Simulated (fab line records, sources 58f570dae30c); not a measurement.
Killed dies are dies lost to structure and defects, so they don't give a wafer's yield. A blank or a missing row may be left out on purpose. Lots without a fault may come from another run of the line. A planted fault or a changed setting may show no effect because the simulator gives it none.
Which tool did it? | flow berkeley_cmos170 | 13 lots, 39 wafers sampled, at 1 step of a route of 331

WHAT THE GAUGES READ, wafer by wafer
The record holds no reading of a measuring or inspecting step that can be judged against a usual standard deviation.

WHICH TOOL RAN EACH LOT (tool, then ch and the chambers of the sampled wafers, then the start)
lot  | UCB170_M2_EXPOSE_12
L455 | krf_scanner-02 ch 0, day 9 02:45
L454 | krf_scanner-01 ch 0, day 9 03:20
L456 | krf_scanner-01 ch 0, day 9 09:02
L457 | krf_scanner-01 ch 0, day 9 15:04
L459 | krf_scanner-01 ch 0, day 9 16:13
L458 | krf_scanner-01 ch 0, day 9 17:47
L461 | krf_scanner-02 ch 0, day 10 04:04
L462 | krf_scanner-01 ch 0, day 10 07:37
L464 | krf_scanner-02 ch 0, day 10 20:16
L474 | krf_scanner-01 ch 0, day 12 09:25
L472 | krf_scanner-01 ch 0, day 12 13:03
L477 | krf_scanner-01 ch 0, day 13 17:00
L476 | krf_scanner-01 ch 0, day 13 19:41
- UCB170_M2_EXPOSE_12: exposes mask METAL2, target cd 700 nm.

WHAT THE TOOLS THEMSELVES READ (means of the sampled wafers that have a number; where no wafer has one, the mark that the record gives instead)
UCB170_M2_EXPOSE_12. Usual: exposure_dose_mJ_cm2 25.98, standard deviation 0.031.
lot  | tool           | exposure_dose_mJ_cm2 | flag
L455 | krf_scanner-02 | 25.96                |
L454 | krf_scanner-01 | 26.00                |
L456 | krf_scanner-01 | 25.97                |
L457 | krf_scanner-01 | 25.99                |
L459 | krf_scanner-01 | 26.02                |
L458 | krf_scanner-01 | 26.01                |
L461 | krf_scanner-02 | 25.96                |
L462 | krf_scanner-01 | 26.02                |
L464 | krf_scanner-02 | 25.78                | OFF
L474 | krf_scanner-01 | 26.02                |
L472 | krf_scanner-01 | 26.01                |
L477 | krf_scanner-01 | 25.99                |
L476 | krf_scanner-01 | 25.99                |

THE ANSWER, worked out from the rows above alone
Rule: a lot is off if the mean of its wafers that have a number lies more than 3 standard deviations from the usual mean. A lot without any number at a reading at which 4 lots or more have one is off too. The other lots that the step has rows for count as sound. The gauges are gone through in route order, then the tools' own readings, and for those a lot's mean is taken as printed above. The first step at which some lot is off is used, and at that step the reading that is off furthest; a lot without a number counts as furthest.
Off: L464, at UCB170_M2_EXPOSE_12 (exposure_dose_mJ_cm2).
A tool fits if, at that step or a process step before it, it ran every lot that is off, and no sound lot after the first of them. One fits: krf_scanner-02 at UCB170_M2_EXPOSE_12. Its last sound lot is L461 (day 10 04:04), its first lot that is off L464 (day 10 20:16): a fault that began between those two fits.
The tool's own readings at UCB170_M2_EXPOSE_12 bear it out: on the lots that are off they differ by more than 5 times the standard deviation of the sound lots' means. exposure_dose_mJ_cm2 reads 25.78 there against 26.00 on the sound lots.

WHAT THE SIMULATOR HAD PUT IN
Process parameter drift: krf_scanner-02, from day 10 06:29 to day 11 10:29, at UCB170_M2_EXPOSE_12. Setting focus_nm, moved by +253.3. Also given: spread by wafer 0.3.
Lots struck among those shown: L464. The rule above found the same.
